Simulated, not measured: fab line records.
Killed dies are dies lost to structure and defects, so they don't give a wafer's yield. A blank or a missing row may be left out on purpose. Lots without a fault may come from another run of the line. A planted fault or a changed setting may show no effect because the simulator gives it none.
Which tool is to blame? -- flow berkeley-cmos170 -- 15 lots, 45 wafers sampled, at 7 steps of a route of 331

== WHAT THE GAUGES READ, wafer by wafer ==
UCB170_PLDD_CD_MEAS_06 targets a cd of 1200 nm.
lot,measured,on,cd-nm (nm)
L861,day 6 16:05,cd-sem-01,1201.0 1200.8 1200.5
L862,day 6 16:06,cd-sem-02,1198.6 1198.5 1197.9
L860,day 6 16:12,cd-sem-01,1197.7 1201.1 1200.8
L866,day 7 09:38,cd-sem-01,1199.2 1200.1 1199.3
L867,day 7 15:25,cd-sem-02,1200.9 1202.2 1201.4
L869,day 8 12:39,cd-sem-02,1200.9 1200.0 1200.1
L871,day 8 22:57,cd-sem-02,1199.9 1199.2 1200.3
L872,day 8 23:41,cd-sem-01,1200.7 1201.0 1199.6
L876,day 9 14:02,cd-sem-01,1201.4 1201.2 1198.8
L877,day 9 14:23,cd-sem-01,1201.7 1200.4 1201.2
L875,day 9 14:40,cd-sem-01,1201.1 1200.5 1200.4
L874,day 9 14:48,cd-sem-01,1196.6 1198.0 1196.0
L880,day 10 07:43,cd-sem-01,1200.9 1202.4 1200.9
L878,day 10 08:01,cd-sem-01,1199.1 1200.3 1200.2
L882,day 10 13:59,cd-sem-01,1198.7 1197.7 1198.1

UCB170_PSD_CD_MEAS_06 targets a cd of 1200 nm.
lot,measured,on,cd-nm (nm)
L861,day 7 02:19,cd-sem-02,1202.1 1202.8 1202.9
L862,day 7 02:28,cd-sem-02,1198.1 1197.9 1197.2
L860,day 7 02:23,cd-sem-01,1197.5 1198.9 1198.8
L866,day 7 17:53,cd-sem-02,1201.3 1201.0 1200.8
L867,day 8 00:58,cd-sem-01,1200.0 1200.1 1200.6
L869,day 8 19:25,cd-sem-02,1200.7 1200.1 1200.2
L871,day 9 06:26,cd-sem-01,1197.7 1197.1 1199.4
L872,day 9 06:39,cd-sem-02,1198.8 1199.5 1197.7
L876,day 9 22:20,cd-sem-02,1200.0 1200.7 1201.3
L877,day 9 22:35,cd-sem-01,1199.1 1198.2 1198.4
L875,day 9 22:19,cd-sem-01,1200.3 1200.3 1200.2
L874,day 9 22:53,cd-sem-02,1201.1 1200.6 1201.8
L880,day 10 17:38,cd-sem-01,1199.8 1199.1 1199.8
L878,day 10 17:30,cd-sem-02,1199.3 1199.1 1201.3
L882,day 10 21:50,cd-sem-02,1200.9 1200.4 1201.5

UCB170_NSD_OVL_MEAS_07.
lot,measured,on,NSD_OVL (nm)
L861,day 7 03:59,overlay-02,-5 -6 -12
L862,day 7 04:43,overlay-02,9 11 9
L860,day 7 04:41,overlay-01,6 8 15
L866,day 7 19:28,overlay-01,-3 2 2
L867,day 8 03:25,overlay-01,0 5 -3
L869,day 8 22:56,overlay-01,-2 1 0
L871,day 9 08:08,overlay-02,9 10 4
L872,day 9 08:25,overlay-01,5 8 3
L876,day 10 00:17,overlay-01,3 2 1
L877,day 10 00:35,overlay-01,-1 2 2
L875,day 10 00:32,overlay-02,-4 -8 -7
L874,day 10 00:50,overlay-01,1 -4 -3
L880,day 10 20:02,overlay-02,-4 -3 -4
L878,day 10 19:47,overlay-01,5 6 4
L882,day 11 00:17,overlay-01,-6 -4 0

UCB170_NSD_TW_MEAS_10.
lot,measured,on,NSD_TW
L861,day 7 04:16,film-metro-03,4224 4212 4207
L862,day 7 05:00,film-metro-04,4192 4221 4211
L860,day 7 04:58,film-metro-02,4198 4206 4166
L866,day 7 19:45,film-metro-04,4234 4200 4217
L867,day 8 03:42,film-metro-03,4219 4229 4213
L869,day 8 23:14,film-metro-02,4159 4156 4151
L871,day 9 08:26,film-metro-04,3867 3853 3867
L872,day 9 08:42,film-metro-02,4186 4167 4183
L876,day 10 00:34,film-metro-02,4161 4189 4167
L877,day 10 00:53,film-metro-03,4213 4205 4209
L875,day 10 00:50,film-metro-04,3863 3887 3885
L874,day 10 01:08,film-metro-04,3893 3869 3885
L880,day 10 20:20,film-metro-04,4188 4183 4199
L878,day 10 20:05,film-metro-03,4197 4203 4223
L882,day 11 00:35,film-metro-04,4210 4219 4214

UCB170_SDANNEAL_RS_MEAS_03: the measuring method here is four-point-probe.
lot,measured,on,NSD_RS (ohm/sq)
L861,day 7 05:48,film-metro-04,37.29 37.44 37.42
L862,day 7 08:34,film-metro-04,37.30 37.21 37.37
L860,day 7 06:21,film-metro-03,37.29 37.22 37.10
L866,day 7 21:10,film-metro-03,37.21 37.28 37.28
L867,day 8 05:10,film-metro-04,37.27 37.25 37.22
L869,day 9 01:21,film-metro-02,37.24 37.26 37.38
L871,day 9 09:49,film-metro-04,54.33 54.44 53.89
L872,day 9 10:00,film-metro-03,37.25 37.21 37.30
L876,day 10 01:48,film-metro-03,37.42 37.17 37.31
L877,day 10 02:24,film-metro-03,37.05 37.13 37.14
L875,day 10 02:13,film-metro-02,54.02 54.18 53.68
L874,day 10 02:38,film-metro-04,53.93 54.56 54.75
L880,day 10 21:49,film-metro-04,37.26 37.41 37.24
L878,day 10 21:27,film-metro-03,37.31 37.22 37.13
L882,day 11 02:08,film-metro-04,37.15 37.20 37.28

== WHAT TOOL EACH LOT RAN ON (gives the tool, then ch and the chambers of the sampled wafers, and finally the start) ==
lot,UCB170_NSD_IMPLANT_08,UCB170_NSD_STRIP_09
L861,"implanter-01 ch 0, day 7 04:01","plasma-asher-01 ch 0,1, day 7 04:10"
L862,"implanter-02 ch 0, day 7 04:45","plasma-asher-01 ch 0,1, day 7 04:54"
L860,"implanter-03 ch 0, day 7 04:43","plasma-asher-04 ch 0, day 7 04:52"
L866,"implanter-01 ch 0, day 7 19:32","plasma-asher-04 ch 0,1, day 7 19:40"
L867,"implanter-02 ch 0, day 8 03:27","plasma-asher-02 ch 0, day 8 03:36"
L869,"implanter-01 ch 0, day 8 23:01","plasma-asher-01 ch 0,1, day 8 23:08"
L871,"implanter-01 ch 0, day 9 08:12","plasma-asher-04 ch 0,1, day 9 08:19"
L872,"implanter-02 ch 0, day 9 08:27","plasma-asher-02 ch 0,1, day 9 08:36"
L876,"implanter-03 ch 0, day 10 00:20","plasma-asher-02 ch 0,1, day 10 00:28"
L877,"implanter-02 ch 0, day 10 00:37","plasma-asher-04 ch 0,1, day 10 00:46"
L875,"implanter-01 ch 0, day 10 00:35","plasma-asher-02 ch 0,1, day 10 00:44"
L874,"implanter-01 ch 0, day 10 00:54","plasma-asher-01 ch 0,1, day 10 01:01"
L880,"implanter-02 ch 0, day 10 20:05","plasma-asher-01 ch 0,1, day 10 20:14"
L878,"implanter-03 ch 0, day 10 19:50","plasma-asher-02 ch 0,1, day 10 19:58"
L882,"implanter-03 ch 0, day 11 00:20","plasma-asher-01 ch 0,1, day 11 00:29"
- UCB170_NSD_IMPLANT_08
- UCB170_NSD_STRIP_09: strips in O2.

== AS READ BY THE TOOLS THEMSELVES (means over the sampled wafers that have a number; for cases with no such wafer, the mark the record gives instead) ==
UCB170_NSD_IMPLANT_08.
lot,tool,beam-on-s (s),dose-ions-cm2,end-station-pressure-torr (Torr),faraday-current-uA
L861,implanter-01,9.93,3e+15,1.32e-05,9323
L862,implanter-02,10.10,3e+15,1.23e-05,9166
L860,implanter-03,9.94,3e+15,1.23e-05,9307
L866,implanter-01,9.76,3e+15,1.28e-05,9447
L867,implanter-02,9.94,3e+15,1.23e-05,9311
L869,implanter-01,10.07,3e+15,1.25e-05,9207
L871,implanter-01,9.96,2e+15,9.17e-06,5088
L872,implanter-02,9.81,3e+15,1.25e-05,9434
L876,implanter-03,10.02,3e+15,1.23e-05,9236
L877,implanter-02,9.94,3e+15,1.23e-05,9317
L875,implanter-01,10.22,2e+15,9.03e-06,4962
L874,implanter-01,10.16,2e+15,9.37e-06,4991
L880,implanter-02,9.87,3e+15,1.31e-05,9391
L878,implanter-03,10.08,3e+15,1.31e-05,9159
L882,implanter-03,9.98,3e+15,1.30e-05,9277

UCB170_NSD_STRIP_09.
lot,tool,drypump-motor-current-A (A),oes-product-au (a.u.),strip-time-to-endpoint-s (s)
L861,plasma-asher-01,5.9,0.529,35.71
L862,plasma-asher-01,5.4,0.534,35.65
L860,plasma-asher-04,5.7,0.529,35.65
L866,plasma-asher-04,5.5,0.533,35.60
L867,plasma-asher-02,5.2,0.532,35.63
L869,plasma-asher-01,5.4,0.528,35.63
L871,plasma-asher-04,5.5,0.588,30.00
L872,plasma-asher-02,5.6,0.531,35.60
L876,plasma-asher-02,5.6,0.534,35.56
L877,plasma-asher-04,5.5,0.529,35.63
L875,plasma-asher-02,5.6,0.585,30.09
L874,plasma-asher-01,5.9,0.585,30.04
L880,plasma-asher-01,5.9,0.534,35.63
L878,plasma-asher-02,5.4,0.530,35.64
L882,plasma-asher-01,5.9,0.533,35.67

== THE ANSWER, worked out from the rows above alone ==
Rule: what is usual is taken from the lots themselves. The widest of any qualifying gaps counts: lots, ordered by their means at a reading, are off when they make up no more than a third of the lots, leave a main group of 4 or more, and stand apart from it by 3 or more times the standard deviation of that group's means. Not used: any main group whose means are identical at the precision the tables above print for the reading. A lot without any number at a reading at which 4 lots or more have one is off too. All remaining lots with rows at the step are treated as sound. After the gauges, taken in route order, come the tools' own readings; for these a lot's mean is taken, as printed above. At the first step where some lot is off, the reading lying furthest off is the one used; lots without a number count as furthest.
Off: L871, L875, L874, at UCB170_NSD_TW_MEAS_10 (NSD_TW). For the main group the mean is 4198 and the standard deviation 20.
A tool fits if, at a process step before that reading, it ran every lot that is off, and no sound lot after the first of them. Not tried: the gauges at UCB170_NSD_TW_MEAS_10; whatever is off there is also off at UCB170_NSD_IMPLANT_08, on other tools, and gauge error can't account for it. One fits: implanter-01 at UCB170_NSD_IMPLANT_08. A fault onset in the window from L869 (day 8 23:01, its last sound lot) to L871 (day 9 08:12, its first lot off) fits.
The tool's own readings at UCB170_NSD_IMPLANT_08 bear it out: on the lots that are off they differ by more than 5 times the standard deviation of the sound lots' means. dose-ions-cm2 reads 2e+15 there against 3e+15 on the sound lots; end-station-pressure-torr reads 9.19e-06 Torr there against 1.26e-05 Torr on the sound lots; faraday-current-uA reads 5014 there against 9298 on the sound lots.

== WHAT THE SIMULATOR PUT IN ==
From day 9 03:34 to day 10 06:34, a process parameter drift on implanter-01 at UCB170_NSD_IMPLANT_08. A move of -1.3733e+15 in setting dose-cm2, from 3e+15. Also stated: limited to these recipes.
Shown lots that were struck: L871, L875, L874. The rule above reached the same finding.
